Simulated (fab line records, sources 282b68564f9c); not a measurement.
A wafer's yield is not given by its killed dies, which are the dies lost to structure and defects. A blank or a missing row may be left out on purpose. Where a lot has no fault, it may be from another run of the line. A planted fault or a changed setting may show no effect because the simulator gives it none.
fab line records + flow rit_cmos
[record]
- lots = 7
- wafers = 21
- last_day = 8
route steps=202 shown NWELL@28 PWELL@39 M1@202
lots with no fault: from the same line, run without faults
start_h: hours from the record's first day to the start of the lot's first wafer shown + wait_h: how many hours have passed since the lot's step before this one + " same as the row above + L1.1+2: several wafers, shown together as one row + - no value, or no start given + * or withheld: withheld + < > ~ a bound
route shown NAME@n: NAME is a module with steps in the file, n the number in the route of the first one + usual: the fault-free wafers' mean and standard deviation + same: alike in all rows + chamber/n: place in a boat + sites: readings site by site + _std_site: the standard deviation of these + _edge_site: the outer-site mean with the inner-site mean subtracted + radius_mm: for every site, how far away it sits from the centre of the wafer + mask NAME#n: copy n + behind: the tool/chamber that last shaped the wafer + hold: reason for holding the lot/hours on hold/outcome of the hold + device: names the non-switching transistor (n, p or np) + end of line: tests run on the same wafers once the route is complete + a step given without rows: its recipe and nothing more + killed: dies that structure and defects cost at the first sort, which is not the same as the wafer's yield + map: a wafer's dies, x killed, . not, _ none there
set.NAME: the setting the step ran with; set.NAME@STEP: the setting that earlier step ran with + model.NAME: the simulator's own value behind a step, which no gauge read
a table for each step, a row for each wafer; lots at some steps of the route
services: when a tool's chamber went out of use (start_h, in hours from the record's first day, below 0 if earlier), for how many hours, and the reason
[[steps]]
[step RIT_NWELL_HMDS_00]
[recipe]
- prime_time_s = 60
- prime_temp_c = 140
[step RIT_NWELL_COAT_01]
[recipe]
- resist = NOVOLAK
- spin_rpm = 2000
- resist_thk_nm = 1300
[step RIT_NWELL_SOFTBAKE_02]
[recipe]
- resist = NOVOLAK
- temp_c = 90
- time_s = 60
[step RIT_NWELL_EXPOSE_03]
[recipe]
- mask_id = M2
- na = 0.57
- target_cd_nm = 43900
- dose_mj = 250
[step RIT_NWELL_PEB_04]
[recipe]
- resist = NOVOLAK
- temp_c = withheld
- time_s = withheld
[step RIT_NWELL_DEVELOP_05]
[recipe]
- resist = NOVOLAK
- develop_time_s = 68
- dev_temp_c = 23
[step RIT_NWELL_OVL_MEAS_06]
[usual]
- NWELL_OVL = -0.1/1.4
| lot.wafer | tool       | chamber | start_h | wait_h | NWELL_OVL[nm] |
|-----------|------------|---------|---------|--------|---------------|
| L178.2    | overlay-01 | -       | 36.87   | -      | -0.7          |
| L178.3    | "          | -       | "       | "      | 0.3           |
| L178.5    | "          | -       | "       | "      | -1.4          |
| L186.2    | overlay-01 | -       | 76.33   | -      | 0.0           |
| L186.4    | "          | -       | "       | "      | 0.9           |
| L186.6    | "          | -       | "       | "      | 0.0           |
| L187.1    | overlay-02 | -       | 84.84   | -      | 0.6           |
| L187.2    | "          | -       | "       | "      | -2.2          |
| L187.4    | "          | -       | "       | "      | 0.2           |
| L188.2    | overlay-02 | -       | 88.53   | -      | 0.2           |
| L188.4    | "          | -       | "       | "      | -0.4          |
| L188.5    | "          | -       | "       | "      | -0.7          |
| L191.4    | overlay-02 | -       | 103.08  | -      | 0.9           |
| L191.5    | "          | -       | "       | "      | 0.6           |
| L191.6    | "          | -       | "       | "      | 0.5           |
| L197.2    | overlay-02 | -       | 130.86  | -      | 1.6           |
| L197.4    | "          | -       | "       | "      | 0.6           |
| L197.5    | "          | -       | "       | "      | 0.5           |
| L198.4    | overlay-02 | -       | 138.54  | -      | -0.9          |
| L198.5    | "          | -       | "       | "      | -1.9          |
| L198.6    | "          | -       | "       | "      | -1.2          |
[step RIT_NWELL_HARDBAKE_07]
[recipe]
- resist = NOVOLAK
- temp_c = 140
- time_s = 120
[step RIT_NWELL_IMPLANT_08]
[recipe]
- species = P
- energy_kev = 170
- dose_cm2 = 5e+13
- tilt_deg = 7
[step RIT_NWELL_STRIP_09]
[recipe]
- chemistry = O2
- time_s = 180
- resist = NOVOLAK
- platen_temp_c = withheld
- power_w = 500
- pressure_mtorr = 4000
- o2_flow_sccm = 4000
[usual]
- drypump_motor_current_A = 5.6/0.47
| lot.wafer | tool            | chamber | start_h | wait_h | drypump_motor_current_A | rf_hours_counter_h |
|-----------|-----------------|---------|---------|--------|-------------------------|--------------------|
| L178.2    | plasma_asher-04 | 1       | 37.30   | 0.1    | 5.1                     | 41                 |
| L178.3    | "               | 0       | "       | "      | 5.7                     | -                  |
| L178.5    | "               | 0       | "       | "      | 5.7                     | -                  |
| L186.2    | plasma_asher-03 | 1       | 76.76   | 0.1    | 5.2                     | 43                 |
| L186.4    | "               | 1       | "       | "      | 5.2                     | -                  |
| L186.6    | "               | 0       | "       | "      | 6.0                     | -                  |
| L187.1    | plasma_asher-02 | 0       | 85.27   | 0.1    | 6.6                     | 46                 |
| L187.2    | "               | 1       | "       | "      | 5.1                     | 46                 |
| L187.4    | "               | 1       | "       | "      | 5.1                     | -                  |
| L188.2    | plasma_asher-03 | 0       | 88.96   | 0.1    | 6.0                     | 44                 |
| L188.4    | "               | 0       | "       | "      | 6.0                     | -                  |
| L188.5    | "               | 1       | "       | "      | 5.2                     | -                  |
| L191.4    | plasma_asher-02 | 0       | 103.56  | 0.1    | 6.5                     | -                  |
| L191.5    | "               | 1       | "       | "      | 5.1                     | -                  |
| L191.6    | "               | 0       | "       | "      | 6.5                     | -                  |
| L197.2    | plasma_asher-04 | 0       | 131.29  | 0.1    | 5.7                     | 1                  |
| L197.4    | "               | 0       | "       | "      | 5.7                     | -                  |
| L197.5    | "               | 1       | "       | "      | 5.1                     | -                  |
| L198.4    | plasma_asher-04 | 0       | 139.02  | 0.1    | 5.7                     | -                  |
| L198.5    | "               | 0       | "       | "      | 5.7                     | -                  |
| L198.6    | "               | 1       | "       | "      | 5.1                     | -                  |
[step RIT_NWELL_TW_MEAS_10]
[usual]
- NWELL_TW = 2148/17
| lot.wafer | tool          | chamber | start_h | wait_h | NWELL_TW |
|-----------|---------------|---------|---------|--------|----------|
| L178.2    | film_metro-04 | -       | 37.49   | 0.1    | 2171     |
| L178.3    | "             | -       | "       | "      | 2168     |
| L178.5    | "             | -       | "       | "      | 2181     |
| L186.2    | film_metro-01 | -       | 76.95   | 0.1    | 2141     |
| L186.4    | "             | -       | "       | "      | 2153     |
| L186.6    | "             | -       | "       | "      | 2156     |
| L187.1    | film_metro-02 | -       | 85.45   | 0.1    | 2123     |
| L187.2    | "             | -       | "       | "      | 2127     |
| L187.4    | "             | -       | "       | "      | 2129     |
| L188.2    | film_metro-04 | -       | 89.15   | 0.1    | 2156     |
| L188.4    | "             | -       | "       | "      | 2161     |
| L188.5    | "             | -       | "       | "      | 2142     |
| L191.4    | film_metro-02 | -       | 103.70  | 0.1    | 2144     |
| L191.5    | "             | -       | "       | "      | 2138     |
| L191.6    | "             | -       | "       | "      | 2144     |
| L197.2    | film_metro-04 | -       | 131.47  | 0.1    | 2160     |
| L197.4    | "             | -       | "       | "      | 2156     |
| L197.5    | "             | -       | "       | "      | 2168     |
| L198.4    | film_metro-01 | -       | 139.17  | 0.1    | 2146     |
| L198.5    | "             | -       | "       | "      | 2151     |
| L198.6    | "             | -       | "       | "      | 2151     |
[step RIT_PWELL_HMDS_00]
[recipe]
- prime_time_s = 60
- prime_temp_c = 140
[step RIT_PWELL_COAT_01]
[recipe]
- resist = NOVOLAK
- spin_rpm = 2000
- resist_thk_nm = 1300
[usual]
- chill_plate_temp_C = 23.01/0.095
- dispense_pressure_kPa = 45.4/0.98
| lot.wafer | tool           | chamber | start_h | wait_h | chill_plate_temp_C | dispense_pressure_kPa |
|-----------|----------------|---------|---------|--------|--------------------|-----------------------|
| L178.2    | litho_track-02 | 0       | 37.71   | 0.1    | 22.93              | 44.4                  |
| L178.3    | "              | 0       | "       | "      | 22.99              | 44.3                  |
| L178.5    | "              | 0       | "       | "      | 22.98              | 44.4                  |
| L186.2    | litho_track-01 | -       | 77.17   | 0.1    | -                  | -                     |
| L186.4    | "              | -       | "       | "      | -                  | -                     |
| L186.6    | "              | -       | "       | "      | -                  | -                     |
| L187.1    | litho_track-04 | -       | 85.66   | 0.1    | -                  | -                     |
| L187.2    | "              | -       | "       | "      | -                  | -                     |
| L187.4    | "              | -       | "       | "      | -                  | -                     |
| L188.2    | litho_track-04 | -       | 89.37   | 0.1    | -                  | -                     |
| L188.4    | "              | -       | "       | "      | -                  | -                     |
| L188.5    | "              | -       | "       | "      | -                  | -                     |
| L191.4    | litho_track-01 | 0       | 103.96  | 0.1    | 22.99              | 44.8                  |
| L191.5    | "              | 0       | "       | "      | 22.85              | 44.9                  |
| L191.6    | "              | 0       | "       | "      | 22.91              | 44.9                  |
| L197.2    | litho_track-02 | 0       | 131.70  | 0.1    | 22.94              | 44.4                  |
| L197.4    | "              | 0       | "       | "      | 23.10              | 44.4                  |
| L197.5    | "              | 0       | "       | "      | 22.90              | 44.3                  |
| L198.4    | litho_track-04 | 0       | 139.42  | 0.1    | 23.02              | 46.5                  |
| L198.5    | "              | 0       | "       | "      | 23.29              | 46.6                  |
| L198.6    | "              | 0       | "       | "      | 23.22              | 46.6                  |
[step RIT_PWELL_SOFTBAKE_02]
[recipe]
- resist = NOVOLAK
- temp_c = 90
- time_s = 60
[step RIT_PWELL_EXPOSE_03]
[recipe]
- mask_id = M3
- na = 0.57
- target_cd_nm = 43700
- dose_mj = 250
[step RIT_PWELL_PEB_04]
[recipe]
- resist = NOVOLAK
- temp_c = withheld
- time_s = withheld
[step RIT_PWELL_DEVELOP_05]
[recipe]
- resist = NOVOLAK
- develop_time_s = 68
- dev_temp_c = 23
[step RIT_PWELL_OVL_MEAS_06]
[usual]
- PWELL_OVL = 0.7/1.4
| lot.wafer | tool       | chamber | start_h | wait_h | PWELL_OVL[nm] |
|-----------|------------|---------|---------|--------|---------------|
| L178.2    | overlay-01 | -       | 38.55   | -      | 2.2           |
| L178.3    | "          | -       | "       | "      | 2.5           |
| L178.5    | "          | -       | "       | "      | 0.2           |
| L186.2    | overlay-02 | -       | 78.07   | -      | -             |
| L186.4    | "          | -       | "       | "      | -             |
| L186.6    | "          | -       | "       | "      | -             |
| L187.1    | overlay-02 | -       | 86.39   | -      | -             |
| L187.2    | "          | -       | "       | "      | -             |
| L187.4    | "          | -       | "       | "      | -             |
| L188.2    | overlay-02 | -       | 90.21   | -      | -             |
| L188.4    | "          | -       | "       | "      | -             |
| L188.5    | "          | -       | "       | "      | -             |
| L191.4    | overlay-01 | -       | 104.76  | -      | 0.3           |
| L191.5    | "          | -       | "       | "      | -2.3          |
| L191.6    | "          | -       | "       | "      | -1.5          |
| L197.2    | overlay-02 | -       | 132.41  | -      | 2.0           |
| L197.4    | "          | -       | "       | "      | 1.8           |
| L197.5    | "          | -       | "       | "      | 1.9           |
| L198.4    | overlay-01 | -       | 140.22  | -      | -1.2          |
| L198.5    | "          | -       | "       | "      | -0.8          |
| L198.6    | "          | -       | "       | "      | -2.2          |
[step RIT_PWELL_HARDBAKE_07]
[recipe]
- resist = NOVOLAK
- temp_c = 140
- time_s = 120
[step RIT_M1_PROBE_99]
[usual]
- killed_at_contacts = 0.1/0.23
- killed_at_front_end = 7/3
- killed_dies = 7/3
- killed_on_rim = 1.8/1.5
- killed_open = 3.3/1.8
- killed_short = 3.3/2.2
[same]
- gross_dies = 264
- killed_at_M0_to_M3 = 0
- killed_at_M4_up = 0
- killed_at_back_side = 0
- killed_at_other = 0
| lot.wafer | tool      | chamber | start_h | wait_h | killed_at_contacts | killed_at_front_end | killed_dies | killed_on_rim | killed_open | killed_short |
|-----------|-----------|---------|---------|--------|--------------------|---------------------|-------------|---------------|-------------|--------------|
| L178.2    | prober-02 | -       | 74.25   | 0.1    | 0                  | 4                   | 4           | 1             | 3           | 1            |
| L178.3    | prober-02 | -       | 74.30   | 0.2    | 0                  | 6                   | 6           | 2             | 4           | 2            |
| L178.5    | prober-02 | -       | 74.40   | 0.2    | 0                  | 2                   | 2           | 1             | 1           | 1            |
| L186.2    | prober-01 | -       | 116.15  | 0.1    | 0                  | 264                 | 264         | 70            | 3           | 7            |
| L186.4    | prober-01 | -       | 116.25  | 0.2    | 0                  | 264                 | 264         | 70            | 5           | 3            |
| L186.6    | prober-01 | -       | 116.35  | 0.2    | 1                  | 263                 | 264         | 70            | 1           | 1            |
| L187.1    | prober-02 | -       | 122.92  | 0.1    | 0                  | 264                 | 264         | 70            | 8           | 1            |
| L187.2    | prober-02 | -       | 122.97  | 0.1    | 0                  | 264                 | 264         | 70            | 4           | 1            |
| L187.4    | prober-02 | -       | 123.07  | 0.2    | 0                  | 264                 | 264         | 70            | 2           | 9            |
| L188.2    | prober-01 | -       | 129.98  | 0.1    | 0                  | 264                 | 264         | 70            | 2           | 3            |
| L188.4    | prober-01 | -       | 130.08  | 0.2    | 0                  | 264                 | 264         | 70            | 2           | 1            |
| L188.5    | prober-01 | -       | 130.13  | 0.2    | 0                  | 264                 | 264         | 70            | 3           | 2            |
| L191.4    | prober-02 | -       | 142.30  | 0.2    | 0                  | 7                   | 7           | 3             | 6           | 1            |
| L191.5    | prober-02 | -       | 142.35  | 0.2    | 1                  | 14                  | 15          | 6             | 4           | 11           |
| L191.6    | prober-02 | -       | 142.40  | 0.2    | 0                  | 10                  | 10          | 1             | 8           | 2            |
| L197.2    | prober-01 | -       | 182.95  | 0.1    | 0                  | 16                  | 16          | 5             | 5           | 11           |
| L197.4    | prober-01 | -       | 183.05  | 0.2    | 0                  | 5                   | 5           | 1             | 2           | 3            |
| L197.5    | prober-01 | -       | 183.10  | 0.2    | 0                  | 11                  | 11          | 8             | 6           | 5            |
| L198.4    | prober-02 | -       | 187.55  | 0.2    | 1                  | 2                   | 3           | 2             | 2           | 1            |
| L198.5    | prober-02 | -       | 187.60  | 0.2    | 0                  | 6                   | 6           | 3             | 4           | 2            |
| L198.6    | prober-02 | -       | 187.65  | 0.2    | 0                  | 7                   | 7           | 4             | 4           | 3            |
// killed by level:class
L178.2 GATE:geometric_particle:open=2 FOX2:geometric_particle:open=1 GATE:geometric_particle:short=1
L178.3 REOX:geometric_particle:short=2 FOX2:geometric_particle:open=1 GATE:geometric_particle:open=1 SPACER:geometric_particle:open=1 SILICIDE:geometric_particle:open=1
L178.5 SPACER:geometric_particle:open=1 SPACER:geometric_particle:short=1
L186.2 PWELL:area_expose=254 REOX:geometric_particle:short=3 GATE:geometric_particle:short=2 GATE:geometric_particle:open=1 SPACER:geometric_particle:short=1 SPACER:geometric_particle:open=1 SILICIDE:geometric_particle:short=1 SILICIDE:geometric_particle:open=1
L186.4 PWELL:area_expose=256 GATE:geometric_particle:open=4 FOX1:geometric_particle:short=2 SPACER:geometric_particle:short=1 SILICIDE:geometric_particle:open=1
L186.6 PWELL:area_expose=262 GATE:geometric_particle:short=1 CONTACT:geometric_particle:open=1
L187.1 PWELL:area_expose=255 GATE:geometric_particle:open=5 FOX1:geometric_particle:open=2 FOX2:geometric_particle:open=1 REOX:geometric_particle:short=1
L187.2 PWELL:area_expose=259 SPACER:geometric_particle:open=2 FOX2:geometric_particle:open=1 GATE:geometric_particle:short=1 REOX:geometric_particle:open=1
L187.4 PWELL:area_expose=253 FOX1:geometric_particle:short=4 FOX2:geometric_particle:short=2 FOX1:geometric_particle:open=1 GATE:geometric_particle:short=1 GATE:geometric_particle:open=1 SPACER:geometric_particle:short=1 SILICIDE:geometric_particle:short=1
L188.2 PWELL:area_expose=259 GATE:geometric_particle:short=1 GATE:geometric_particle:open=1 REOX:geometric_particle:short=1 REOX:geometric_particle:open=1 SPACER:geometric_particle:short=1
L188.4 PWELL:area_expose=261 GATE:geometric_particle:open=1 SPACER:geometric_particle:open=1 SPACER:geometric_particle:short=1
L188.5 PWELL:area_expose=259 REOX:geometric_particle:open=2 FOX1:geometric_particle:short=1 GATE:geometric_particle:open=1 SILICIDE:geometric_particle:short=1
L191.4 FOX1:geometric_particle:open=2 GATE:geometric_particle:open=2 GATE:geometric_particle:short=1 REOX:geometric_particle:open=1 SPACER:geometric_particle:open=1
L191.5 FOX1:geometric_particle:short=3 FOX2:geometric_particle:short=2 SPACER:geometric_particle:open=2 SILICIDE:geometric_particle:short=2 FOX1:geometric_particle:open=1 GATE:geometric_particle:short=1 REOX:geometric_particle:open=1 REOX:geometric_particle:short=1
L191.6 FOX1:geometric_particle:open=4 FOX1:geometric_particle:short=1 FOX2:geometric_particle:short=1 GATE:geometric_particle:open=1 REOX:geometric_particle:open=1 SPACER:geometric_particle:open=1 SILICIDE:geometric_particle:open=1
L197.2 SILICIDE:geometric_particle:short=3 SPACER:geometric_particle:short=3 FOX1:geometric_particle:open=2 GATE:geometric_particle:open=2 GATE:geometric_particle:short=2 REOX:geometric_particle:short=2 FOX2:geometric_particle:short=1 SILICIDE:geometric_particle:open=1
L197.4 FOX1:geometric_particle:open=1 FOX1:geometric_particle:short=1 FOX2:geometric_particle:short=1 REOX:geometric_particle:open=1 SPACER:geometric_particle:short=1
L197.5 SILICIDE:geometric_particle:open=3 SILICIDE:geometric_particle:short=3 SPACER:geometric_particle:short=2 FOX2:geometric_particle:open=1 GATE:geometric_particle:open=1 SPACER:geometric_particle:open=1
L198.4 GATE:geometric_particle:open=2 CONTACT:geometric_particle:short=1
L198.5 FOX2:geometric_particle:short=2 GATE:geometric_particle:open=2 FOX1:geometric_particle:open=1 REOX:geometric_particle:open=1
L198.6 FOX1:geometric_particle:open=2 GATE:geometric_particle:short=2 GATE:geometric_particle:open=1 REOX:geometric_particle:open=1 SILICIDE:geometric_particle:short=1
// map L186.2 (x killed, . not)
________xxxxxxx_______
_____xxxxxxxxxxxxx____
____xxxxxxxxxxxxxxx___
___xxxxxxxxxxxxxxxxx__
__xxxxxxxxxxxxxxxxxxx_
__xxxxxxxxxxxxxxxxxxx_
_xxxxxxxxxxxxxxxxxxxxx
_xxxxxxxxxxxxxxxxxxxxx
_xxxxxxxxxxxxxxxxxxxxx
_xxxxxxxxxxxxxxxxxxxxx
__xxxxxxxxxxxxxxxxxxx_
__xxxxxxxxxxxxxxxxxxx_
___xxxxxxxxxxxxxxxxx__
____xxxxxxxxxxxxxxx___
_____xxxxxxxxxxxxx____
________xxxxxxx_______
// map L187.1 (x killed, . not)
________xxxxxxx_______
_____xxxxxxxxxxxxx____
____xxxxxxxxxxxxxxx___
___xxxxxxxxxxxxxxxxx__
__xxxxxxxxxxxxxxxxxxx_
__xxxxxxxxxxxxxxxxxxx_
_xxxxxxxxxxxxxxxxxxxxx
_xxxxxxxxxxxxxxxxxxxxx
_xxxxxxxxxxxxxxxxxxxxx
_xxxxxxxxxxxxxxxxxxxxx
__xxxxxxxxxxxxxxxxxxx_
__xxxxxxxxxxxxxxxxxxx_
___xxxxxxxxxxxxxxxxx__
____xxxxxxxxxxxxxxx___
_____xxxxxxxxxxxxx____
________xxxxxxx_______
[[services]]
| tool            | chamber | start_h | hours | kind       |
|-----------------|---------|---------|-------|------------|
| plasma_asher-04 | -       | 108.75  | 9.0   | pm         |
| plasma_asher-04 | 0       | 108.75  | 9.0   | vent_cycle |
| plasma_asher-04 | 1       | 108.75  | 9.0   | vent_cycle |
| plasma_asher-04 | 0       | 117.75  | -     | clean      |
| plasma_asher-04 | 1       | 117.75  | -     | clean      |
[[key]]
[first_sign]
- step = RIT_PWELL_COAT_01
- reading = tool_record
- direction = missing
[effect]
- step = RIT_PWELL_OVL_MEAS_06
- reading = PWELL_OVL
- direction = missing
[effect]
- step = RIT_M1_PROBE_99
- reading = killed_dies
- direction = up
- sigmas = 86
- usual = 7
- struck = 264
[more_kills_born_at]
- RIT_PWELL_EXPOSE_03@iline_stepper-01 = 1539
- RIT_PWELL_EXPOSE_03@iline_stepper-02 = 779
met_at RIT_PWELL_COAT_01
struck_wafers L186.2,L186.4,L186.6,L187.1,L187.2,L187.4,L188.2,L188.4,L188.5
tester_left_out L186,L187,L188
[fault]
- kind = skipped_step_whole
- tool = litho_track-01,litho_track-04
- chamber = -
- onset_h = 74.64
- steps = RIT_PWELL_COAT_01
- scope = struck_lots_only
// tester_left_out: of these lots the tester's yield and bins aren't shown, on N5 and GAA mostly nor the transistor test; their killed dies are dies lost to structure and defects alone, not to doping, threshold or leakage, so they don't give the yield
